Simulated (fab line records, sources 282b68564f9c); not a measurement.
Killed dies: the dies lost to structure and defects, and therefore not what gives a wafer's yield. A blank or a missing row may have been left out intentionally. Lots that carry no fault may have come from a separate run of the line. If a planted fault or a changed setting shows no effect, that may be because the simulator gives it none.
fab line records | flow rit_cmos
record: lots: 14 wafers: 42 last_day: 8
route steps=202 shown NRETRO@61 GATE@95 CONTACT@180 M1@185
lots with no fault: from the same line, run without faults
start_h: start of the lot's first displayed wafer, in hours after the record's first day | wait_h: hours since the lot's step before | " identical to the entry in the row above | L1.1+2: several wafers, shown together as one row | - value missing, or start not given | * or withheld: withheld | < > ~ a bound
route shown NAME@n: NAME is a module with steps in the file, n the number in the route of the first one | usual: mean/standard deviation of fault-free wafers | same: alike in all rows | chamber/n: place in a boat | sites: each site's reading | _std_site: how widely they spread, as a standard deviation | _edge_site: the outer-site mean with the inner-site mean subtracted | radius_mm: for every site, how far away it sits from the centre of the wafer | mask NAME#n: copy n | behind: the last tool/chamber to shape the wafer | hold: cause of the lot's hold/its duration in hours/its outcome | device: the transistor (n, p or np) that didn't switch | end of line: the route-end tests of the same wafers | a step with no rows: only its recipe | killed: dies that structure and defects cost at the first sort, which is not the same as the wafer's yield | map: the dies of a wafer, with x for killed, . for not killed, _ for no die there
set.NAME: the setting that was run; set.NAME@STEP: the one run at that earlier step | model.NAME: the simulator's own value behind a step, which no gauge read
one table for each step of the route and one row for each wafer, over a sample of lots
services: from which hour (start_h, from the record's first day; less than 0 if before it) a tool's chamber was out of use, for how many hours, and why
== steps ==
step: RIT_NRETRO_IMPLANT_08
recipe: species: P energy_kev: 70 dose_cm2: 1e+13 tilt_deg: 7
usual: faraday_current_uA: 31.7/0.59
columns lot.wafer tool chamber start_h wait_h faraday_current_uA
L802.4 implanter-04 0 33.78 0.2 32.0
L802.5 " 0 " " 32.4
L802.6 " 0 " " 32.1
L804.3 implanter-03 0 40.14 0.2 31.7
L804.5 " 0 " " 31.5
L804.6 " 0 " " 30.9
L805.2 implanter-03 0 45.54 0.2 32.1
L805.3 " 0 " " 32.2
L805.6 " 0 " " 32.9
L806.1 implanter-02 0 51.08 0.2 31.1
L806.4 " 0 " " 32.2
L806.5 " 0 " " 32.0
L809.2 implanter-02 0 66.45 0.2 32.2
L809.5 " 0 " " 31.5
L809.6 " 0 " " 32.2
L809.2 implanter-02 0 66.77 0.3 32.0
L809.5 " 0 " " 30.7
L809.6 " 0 " " 32.0
L810.1 implanter-04 0 71.64 0.2 31.3
L810.5 " 0 " " 30.5
L810.6 " 0 " " 31.0
L811.3 implanter-04 0 74.87 0.2 31.3
L811.4 " 0 " " 32.4
L811.5 " 0 " " 31.6
L814.3 implanter-03 0 91.96 0.2 31.6
L814.5 " 0 " " 31.8
L814.6 " 0 " " 31.6
L814.3 implanter-03 0 92.28 0.3 31.5
L814.5 " 0 " " 30.4
L814.6 " 0 " " 31.5
L819.3 implanter-03 0 117.63 0.2 32.2
L819.4 " 0 " " 32.3
L819.6 " 0 " " 31.0
L820.3 implanter-02 0 121.50 0.2 32.0
L820.4 " 0 " " 30.8
L820.6 " 0 " " 32.7
L821.2 implanter-03 0 126.39 0.2 31.4
L821.3 " 0 " " 31.7
L821.4 " 0 " " 31.6
L822.2 implanter-03 0 132.48 0.2 32.0
L822.3 " 0 " " 32.2
L822.4 " 0 " " 33.0
L823.1 implanter-03 0 145.73 0.2 32.2
L823.3 " 0 " " 30.6
L823.6 " 0 " " 32.4
L824.1 implanter-04 0 145.97 0.2 31.5
L824.4 " 0 " " 30.9
L824.5 " 0 " " 31.6
step: RIT_NRETRO_TW_MEAS_10
usual: NRETRO_TW: 1059/4.7
columns lot.wafer tool chamber start_h wait_h NRETRO_TW
L802.4 film_metro-01 - 34.06 0.1 1052
L802.5 " - " " 1060
L802.6 " - " " 1051
L804.3 film_metro-04 - 40.43 0.1 1057
L804.5 " - " " 1063
L804.6 " - " " 1057
L805.2 film_metro-04 - 45.85 0.1 1059
L805.3 " - " " 1054
L805.6 " - " " 1063
L806.1 film_metro-04 - 51.41 0.1 1064
L806.4 " - " " 1061
L806.5 " - " " 1062
L809.2 film_metro-02 - 67.08 0.1 1326
L809.5 " - " " 1328
L809.6 " - " " 1314
L810.1 film_metro-04 - 71.96 0.1 1063
L810.5 " - " " 1066
L810.6 " - " " 1059
L811.3 film_metro-02 - 75.16 0.1 1065
L811.4 " - " " 1057
L811.5 " - " " 1056
L814.3 film_metro-01 - 92.57 0.1 1310
L814.5 " - " " 1314
L814.6 " - " " 1313
L819.3 film_metro-04 - 117.93 0.1 1056
L819.4 " - " " 1063
L819.6 " - " " 1058
L820.3 film_metro-04 - 121.79 0.1 1062
L820.4 " - " " 1058
L820.6 " - " " 1061
L821.2 film_metro-02 - 126.70 0.1 1059
L821.3 " - " " 1053
L821.4 " - " " 1057
L822.2 film_metro-01 - 132.79 0.1 1054
L822.3 " - " " 1057
L822.4 " - " " 1056
L823.1 film_metro-02 - 146.06 0.1 1069
L823.3 " - " " 1064
L823.6 " - " " 1063
L824.1 film_metro-02 - 146.30 0.1 1062
L824.4 " - " " 1063
L824.5 " - " " 1062
step: RIT_GATE_ETCH_19
recipe: chemistry: SF6/CHF3/O2 time_s: 165 SF6_flow_sccm: 30 CHF3_flow_sccm: 30 O2_flow_sccm: 5 target: poly-Si pressure_mtorr: 40 rf_w: 160 target_depth_a: 3125 over_etch_frac: 0.25 stop_on: SiO2
usual: CHF3_flow_sccm: 30.00/0.096 drypump_motor_current_A: 5.6/0.32 oes_product_au: 0.841/0.013 throttle_valve_pct: 10.18/0.22
same: over_etch_frac: 0.25
columns lot.wafer tool chamber start_h wait_h CHF3_flow_sccm drypump_motor_current_A oes_product_au rf_hours_counter_h throttle_valve_pct
L802.4 rie_si-01 0 41.27 0.1 29.87 6.0 0.857 56 10.42
L802.5 " 0 " " 29.91 5.9 0.849 - 10.41
L802.6 " 3 " " 30.01 5.4 0.836 - 10.56
L804.3 rie_si-01 0 47.81 0.1 29.96 5.9 0.852 56 10.42
L804.5 " 2 " " 29.87 5.3 0.858 - 9.99
L804.6 " 1 " " 29.89 5.4 0.854 - 10.00
L805.2 rie_si-02 3 54.02 0.1 30.04 6.3 0.828 145 10.18
L805.3 " 1 " " 30.12 5.6 0.829 96 9.99
L805.6 " 2 " " 29.93 5.4 0.846 - 10.05
L806.1 rie_si-01 3 57.86 0.1 30.09 5.4 0.826 0 10.56
L806.4 " 2 " " 30.00 5.4 0.852 1 9.99
L806.5 " 1 " " 30.04 5.4 0.835 - 9.99
L809.2 rie_si-02 1 76.42 0.1 29.88 5.6 0.829 96 9.97
L809.5 " 3 " " 29.97 6.3 0.821 - 10.18
L809.6 " 2 " " 29.94 5.3 0.847 - 10.05
L810.1 rie_si-01 0 78.96 0.1 30.05 5.9 0.855 56 10.42
L810.5 " 1 " " 29.99 5.4 0.853 - 10.00
L810.6 " 0 " " 30.04 5.9 0.850 - 10.44
L811.3 rie_si-02 0 82.43 0.1 30.00 5.3 0.851 53 10.35
L811.4 " 1 " " 30.10 5.6 0.826 96 9.95
L811.5 " 3 " " 29.90 6.4 0.824 - 10.18
L814.3 rie_si-01 2 100.67 0.1 29.82 5.3 0.860 1 9.99
L814.5 " 2 " " 29.96 5.3 0.854 - 9.99
L814.6 " 1 " " 30.04 5.4 0.849 - 9.99
L819.3 rie_si-02 1 132.80 0.1 29.88 5.6 0.816 - 9.96
L819.4 " 2 " " 30.09 5.4 0.839 - 10.08
L819.6 " 1 " " 30.08 5.6 0.830 - 9.99
L820.3 rie_si-01 2 132.90 0.1 30.02 5.4 0.861 1 9.98
L820.4 " 1 " " 30.02 5.3 0.850 4 9.98
L820.6 " 2 " " 30.13 5.4 0.859 - 9.99
L821.2 rie_si-02 1 138.51 0.1 30.00 5.6 0.831 96 9.97
L821.3 " 2 " " 29.98 5.4 0.835 0 10.05
L821.4 " 1 " " 29.93 5.6 0.834 - 9.98
L822.2 rie_si-01 2 152.03 0.1 29.95 5.3 0.860 2 10.00
L822.3 " 0 " " 30.01 5.9 0.854 57 10.42
L822.4 " 3 " " 29.90 5.4 0.829 1 10.55
L823.1 rie_si-01 2 165.51 0.1 29.92 5.4 0.856 2 10.00
L823.3 " 1 " " 29.89 5.4 0.852 4 9.99
L823.6 " 1 " " 29.87 5.4 0.851 - 9.99
L824.1 rie_si-01 0 165.75 0.1 30.24 5.9 0.857 57 10.43
L824.4 " 1 " " 30.03 5.4 0.853 4 9.98
L824.5 " 2 " " 29.92 5.4 0.860 - 9.98
step: RIT_CONTACT_STRIP_12
recipe: chemistry: O2 time_s: 180 resist: NOVOLAK platen_temp_c: withheld power_w: 500 pressure_mtorr: 4000 o2_flow_sccm: 4000
usual: drypump_motor_current_A: 5.9/0.42
columns lot.wafer tool chamber start_h wait_h drypump_motor_current_A rf_hours_counter_h
L802.4 plasma_asher-01 1 56.77 0.2 5.3 -
L802.5 " 0 " " 5.8 -
L802.6 " 1 " " 5.2 -
L804.3 plasma_asher-02 0 64.13 0.2 6.4 -
L804.5 " 0 " " 6.4 -
L804.6 " 1 " " 5.4 -
L805.2 plasma_asher-02 0 69.34 0.1 6.4 45
L805.3 " 0 " " 6.4 -
L805.6 " 0 " " 6.4 -
L806.1 plasma_asher-02 1 73.10 0.1 5.4 45
L806.4 " 0 " " 6.4 -
L806.5 " 1 " " 5.4 -
L809.2 plasma_asher-02 1 91.85 0.1 5.4 47
L809.5 " 0 " " 6.4 -
L809.6 " 1 " " 5.4 -
L810.1 plasma_asher-03 0 94.20 0.1 6.2 43
L810.5 " 1 " " 6.1 -
L810.6 " 0 " " 6.2 -
L811.3 plasma_asher-03 1 97.55 0.2 6.1 -
L811.4 " 0 " " 6.2 -
L811.5 " 1 " " 6.1 -
L814.3 plasma_asher-01 0 116.67 0.2 5.7 -
L814.5 " 0 " " 5.7 -
L814.6 " 1 " " 5.3 -
L819.3 plasma_asher-03 0 149.86 0.2 6.2 -
L819.4 " 1 " " 6.1 -
L819.6 " 0 " " 6.2 -
L820.3 plasma_asher-02 1 150.10 0.2 5.4 -
L820.4 " 0 " " 6.4 -
L820.6 " 0 " " 6.4 -
L821.2 plasma_asher-02 1 163.21 0.1 5.4 3
L821.3 " 0 " " 6.4 -
L821.4 " 1 " " 5.4 -
L822.2 plasma_asher-02 0 173.95 0.1 6.4 4
L822.3 " 1 " " 5.4 -
L822.4 " 0 " " 6.4 -
L823.1 plasma_asher-02 0 184.54 0.1 6.4 5
L823.3 " 0 " " 6.4 -
L823.6 " 1 " " 5.4 -
L824.1 plasma_asher-02 0 186.53 0.1 6.4 6
L824.4 " 1 " " 5.4 -
L824.5 " 0 " " 6.4 -
step: RIT_M1_RS_MEAS_01
recipe: thk_meas_gauge: four-point-probe reads: Al_of_M1_SPUTTER_00
usual: M1_AL_RS: 0.0735/0.00083
columns lot.wafer tool chamber start_h wait_h M1_AL_RS[ohm/sq]
L802.4 film_metro-04 - 57.74 0.2 0.0742
L802.5 " - " " 0.0747
L802.6 " - " " 0.0748
L804.3 film_metro-04 - 65.06 0.2 0.0732
L804.5 " - " " 0.0728
L804.6 " - " " 0.0729
L805.2 film_metro-02 - 70.32 0.2 0.0740
L805.3 " - " " 0.0733
L805.6 " - " " 0.0738
L806.1 film_metro-01 - 74.08 0.1 0.0748
L806.4 " - " " 0.0748
L806.5 " - " " 0.0740
L809.2 film_metro-01 - 92.83 0.2 0.0738
L809.5 " - " " 0.0732
L809.6 " - " " 0.0737
L810.1 film_metro-02 - 95.26 0.1 0.0722
L810.5 " - " " 0.0722
L810.6 " - " " 0.0723
L811.3 film_metro-04 - 98.48 0.2 0.0735
L811.4 " - " " 0.0736
L811.5 " - " " 0.0740
L814.3 film_metro-02 - 117.59 0.2 0.0718
L814.5 " - " " 0.0724
L814.6 " - " " 0.0717
L819.3 film_metro-01 - 150.78 0.2 0.0728
L819.4 " - " " 0.0729
L819.6 " - " " 0.0739
L820.3 film_metro-02 - 151.04 0.2 0.0738
L820.4 " - " " 0.0735
L820.6 " - " " 0.0737
L821.2 film_metro-01 - 164.17 0.2 0.0735
L821.3 " - " " 0.0722
L821.4 " - " " 0.0723
L822.2 film_metro-04 - 174.91 0.2 0.0743
L822.3 " - " " 0.0736
L822.4 " - " " 0.0741
L823.1 film_metro-04 - 185.49 0.1 0.0721
L823.3 " - " " 0.0723
L823.6 " - " " 0.0725
L824.1 film_metro-01 - 187.50 0.1 0.0737
L824.4 " - " " 0.0743
L824.5 " - " " 0.0738
== services ==
columns tool chamber start_h hours kind
rie_si-02 2 29.60 12.3 repair
rie_si-02 - 41.15 0.5 repair
plasma_asher-03 - 41.29 28.1 pm
implanter-03 - 50.78 3.0 pm
rie_si-02 0 52.82 5.3 repair
implanter-03 - 56.03 3.3 repair
plasma_asher-02 - 57.74 2.3 repair
implanter-03 - 65.24 1.3 repair
rie_si-02 - 79.88 2.0 repair
plasma_asher-03 - 102.36 0.6 repair
rie_si-02 0 104.75 1.0 repair
plasma_asher-02 - 108.75 9.0 pm
plasma_asher-02 0 108.75 9.0 vent_cycle
plasma_asher-02 1 108.75 9.0 vent_cycle
rie_si-02 2 112.98 - clean
rie_si-02 2 112.98 14.4 scheduled_down
rie_si-02 2 112.98 14.4 vent_cycle
plasma_asher-02 0 117.75 - clean
plasma_asher-02 1 117.75 - clean
implanter-04 - 124.59 4.6 pm
rie_si-02 3 130.52 - clean
rie_si-02 3 130.52 17.3 scheduled_down
rie_si-02 0 132.73 1.9 repair
implanter-02 - 135.65 5.0 pm
== key ==
first_sign: step: RIT_NRETRO_IMPLANT_08 reading: visit direction: added
effect: step: RIT_NRETRO_TW_MEAS_10 reading: NRETRO_TW direction: up sigmas: 55 usual: 1059 struck: 1317
met_at RIT_NRETRO_IMPLANT_08
struck_lots L809,L814
tester_left_out L809,L814
not_acting_at RIT_GATE_ETCH_19,RIT_CONTACT_STRIP_12,RIT_M1_RS_MEAS_01
fault: kind: repeated_step_whole tool: implanter-02,implanter-03,implanter-04 chamber: - onset_h: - steps: RIT_NRETRO_IMPLANT_08 times: 1 scope: struck_lots_only
tester_left_out: of these lots the tester's yield and bins aren't shown, on N5 and GAA mostly nor the transistor test; their killed dies are dies lost to structure and defects alone, not to doping, threshold or leakage, so they don't give the yield
